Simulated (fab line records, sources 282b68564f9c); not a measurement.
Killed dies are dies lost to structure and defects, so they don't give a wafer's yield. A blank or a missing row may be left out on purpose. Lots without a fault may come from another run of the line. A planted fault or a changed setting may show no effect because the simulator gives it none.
Which tool did it? | flow rit_cmos | 12 lots, 36 wafers sampled, at 2 steps of a route of 202

WHAT THE GAUGES READ, wafer by wafer
RIT_REOX_THK_MEAS_04.
lot  | measured    | on            | REOX_OXIDE_THK (nm)
L212 | day 2 20:28 | film_metro-04 | 25.1 25.1 24.7
L217 | day 3 23:19 | film_metro-02 | 26.0 26.6 26.4
L220 | day 4 14:03 | film_metro-02 | 32.5 32.3 32.3
L221 | day 4 21:55 | film_metro-04 | 32.8 32.9 32.7
L223 | day 5 04:52 | film_metro-01 | 25.2 25.0 25.4
L225 | day 5 11:43 | film_metro-01 | 25.0 25.1 24.9
L228 | day 6 02:32 | film_metro-01 | 24.9 25.0 25.3
L229 | day 6 07:29 | film_metro-01 | 24.7 24.9 25.1
L230 | day 6 16:40 | film_metro-01 | 25.2 25.5 25.6
L232 | day 7 01:37 | film_metro-02 | 26.0 25.9 25.4
L234 | day 7 12:22 | film_metro-01 | 25.7 25.2 25.7
L235 | day 7 14:55 | film_metro-04 | 25.2 25.1 25.5

WHICH TOOL RAN EACH LOT (tool, then ch and the chambers of the sampled wafers, then the start)
lot  | RIT_REOX_OXIDATION_03
L212 | furnace-03 ch 0, day 2 17:53
L217 | furnace-01 ch 0, day 3 20:45
L220 | furnace-04 ch 0, day 4 11:29
L221 | furnace-04 ch 0, day 4 19:22
L223 | furnace-03 ch 0, day 5 02:19
L225 | furnace-01 ch 0, day 5 09:10
L228 | furnace-03 ch 0, day 5 23:59
L229 | furnace-01 ch 0, day 6 04:56
L230 | furnace-03 ch 0, day 6 14:07
L232 | furnace-03 ch 0, day 6 23:04
L234 | furnace-04 ch 0, day 7 09:49
L235 | furnace-04 ch 0, day 7 12:22
- RIT_REOX_OXIDATION_03: target thk 25.2 nm, ox time 5580 s.

WHAT THE TOOLS THEMSELVES READ (means of the sampled wafers that have a number; where no wafer has one, the mark that the record gives instead)
RIT_REOX_OXIDATION_03.
lot  | tool       | ox_temp_c_max | spike_tc_source_C (C) | zone_power_centre_pct (%)
L212 | furnace-03 | 904.2         | 923.5                 | 41.1
L217 | furnace-01 | 902.3         | 924.6                 | 42.1
L220 | furnace-04 | 902.8         | 924.7                 | 38.7
L221 | furnace-04 | 903.8         | 925.2                 | 38.7
L223 | furnace-03 | 903.7         | 921.9                 | 40.8
L225 | furnace-01 | 902.0         | 923.8                 | 42.6
L228 | furnace-03 | 904.5         | 923.3                 | 41.0
L229 | furnace-01 | 902.9         | 923.9                 | 42.8
L230 | furnace-03 | 903.4         | 922.3                 | 40.9
L232 | furnace-03 | 904.6         | 923.6                 | 41.0
L234 | furnace-04 | 903.1         | 923.8                 | 38.1
L235 | furnace-04 | 903.5         | 924.2                 | 38.4

THE ANSWER, worked out from the rows above alone
Rule: what is usual is taken from the lots themselves. Put in order of their means at a reading, lots are off if they are a third of the lots or fewer, leave a main group of 4 or more, and stand apart from it by a gap of 3 or more times the standard deviation of the main group's means; of several such gaps the widest counts. A main group whose means are all the same, to the digits that the tables above print for the reading, isn't used. A lot without any number at a reading at which 4 lots or more have one is off too. The other lots that the step has rows for count as sound. The gauges are gone through in route order, then the tools' own readings, and for those a lot's mean is taken as printed above. The first step at which some lot is off is used, and at that step the reading that is off furthest; a lot without a number counts as furthest.
Off: L220, L221, at RIT_REOX_THK_MEAS_04 (REOX_OXIDE_THK). The main group: mean 25.3 nm, standard deviation 0.42.
A tool fits if, at a process step before that reading, it ran every lot that is off, and no sound lot after the first of them. The gauges at RIT_REOX_THK_MEAS_04 are tried like those tools. None of those tried fits.

WHAT THE SIMULATOR HAD PUT IN
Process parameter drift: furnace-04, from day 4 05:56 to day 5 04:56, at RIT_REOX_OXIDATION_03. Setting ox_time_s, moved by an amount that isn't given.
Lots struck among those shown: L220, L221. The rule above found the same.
